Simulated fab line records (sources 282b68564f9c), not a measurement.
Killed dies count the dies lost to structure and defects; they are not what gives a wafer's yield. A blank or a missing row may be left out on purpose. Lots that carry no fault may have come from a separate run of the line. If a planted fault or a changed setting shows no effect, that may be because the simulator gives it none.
Struck lot and sound lot, side by side + flow rit-cmos + 29 steps out of a route of 202
Sound: wafers L805.2, L805.4, L805.6. Wafers struck: L813.2, L813.4, L813.5. The cause comes at the end.
For every step that has rows: the tool of each side, followed by ch and its chambers, followed by its first start. Under that, the readings that differ: sound wafers + struck wafers + difference of the means + sigmas: that difference in standard deviations of wafers without a fault.
alike: same words and numbers on both sides, and readings whose means sit less than 2 such deviations apart. not compared: any withheld reading, any reading some wafer has no value for, any bound like >300 that may hide the same value, and any number with overlapping values for which the record gives no deviation.
The two part at a step that has a row with sigmas, a row that says differs or no value, or rows on one side only. Numbers that have no deviation but don't overlap get no sigmas and don't part them. Lack of a reading on every wafer of one side parts them only where that side has two or more wafers.

first, 6 steps without rows for these wafers: RIT_SDANNEAL_CLEAN_00 (cleans in SC1, time 600 s); RIT_SDANNEAL_CLEAN_01 (cleans in dHF, time 30 s); RIT_SDANNEAL_CLEAN_02 (cleans in SC2, time 600 s); RIT_SDANNEAL_RTA_03 (time 5 s); RIT_SILICIDE_WET_ETCH_00 (etches SiO2 in BOE, target depth 14 nm, time 15 s); RIT_SILICIDE_SPUTTER_01 (material Ti, target thk 30 nm, time 246.8 s).
RIT_SILICIDE_RTA_04: time 10 s, ramp up 5 s, ramp down 5 s.
  sound on rtp-anneal-02 ch 0, day 5 07:13; struck on rtp-anneal-02 ch 0, day 7 08:56
  alike: wafer_temp_C_max
then, 21 steps without rows for these wafers: RIT_SILICIDE_WET_ETCH_05 (etches Ti in SPM, time 120 s); RIT_SILICIDE_RTA_06 (time 10 s, ramp up 5 s, ramp down 10 s); RIT_CONTACT_CVD_00 (deposits SiO2 from TEOS, target thk 400 nm, time 61 s); RIT_CONTACT_HMDS_02 (prime time 60 s); RIT_CONTACT_COAT_03 (resist thk 1000 nm); RIT_CONTACT_SOFTBAKE_04 (time 60 s); RIT_CONTACT_EXPOSE_05 (exposes mask M11, target cd 1000 nm); RIT_CONTACT_PEB_06; RIT_CONTACT_DEVELOP_07 (develop time 120 s); RIT_CONTACT_HARDBAKE_10 (time 60 s); RIT_CONTACT_ETCH_11 (etches SiO2 in CHF3/CF4/Ar, stops on TiSi2, target depth 480 nm, time 320 s); RIT_CONTACT_STRIP_12 (strips in O2, time 180 s); RIT_CONTACT_CLEAN_13 (cleans in SC1, time 600 s); RIT_CONTACT_CLEAN_14 (cleans in SC2, time 600 s); RIT_M1_SPUTTER_00 (material Al, target thk 400 nm, time 500 s); RIT_M1_HMDS_03 (prime time 60 s); RIT_M1_COAT_04 (resist thk 1281 nm); RIT_M1_SOFTBAKE_05 (time 60 s); RIT_M1_EXPOSE_06 (exposes mask M12, target cd 2600 nm); RIT_M1_PEB_07; RIT_M1_DEVELOP_08 (develop time 68 s).
RIT_M1_PROBE_99:
  sound: prober-01 at day 5 16:16; struck: prober-01 at day 7 15:29
| reading                              | sound             | struck            | difference | sigmas |
|--------------------------------------|-------------------|-------------------|------------|--------|
| model.etest.contact-pplus.end-ohm-um | 46.08 45.57 46.24 | 51.87 52.67 51.31 | +5.99      |        |
| model.etest.contact-nplus.end-ohm-um | 42.16 41.06 41.62 | 46.88 47 45.93    | +4.99      |        |
| model.etest.npoly-line.rs-ohm-sq     | 16.54 16.7 16.57  | 15.66 15.46 15.5  | -1.06      |        |
| model.etest.ppoly-line.rs-ohm-sq     | 16.05 16.2 16.15  | 15.07 15.28 15.26 | -0.93      |        |
| model.etest.npoly-sal.rs-ohm-sq      | 4.187 4.253 4.237 | 3.925 3.88 3.935  | -0.312     |        |
| model.etest.ppoly-sal.rs-ohm-sq      | 4.181 4.208 4.19  | 3.875 3.864 3.912 | -0.309     |        |
| model.etest.pplus-sal.rs-ohm-sq      | 4.173 4.213 4.196 | 3.886 3.852 3.904 | -0.313     |        |
| model.etest.nplus-sal.rs-ohm-sq      | 4.134 4.236 4.187 | 3.861 3.832 3.904 | -0.320     |        |
  alike: killed-at-front-end, killed-dies, killed-open, killed-short

## WHERE THEY PART
Nowhere in this record.

WHY: whatever the simulator had introduced
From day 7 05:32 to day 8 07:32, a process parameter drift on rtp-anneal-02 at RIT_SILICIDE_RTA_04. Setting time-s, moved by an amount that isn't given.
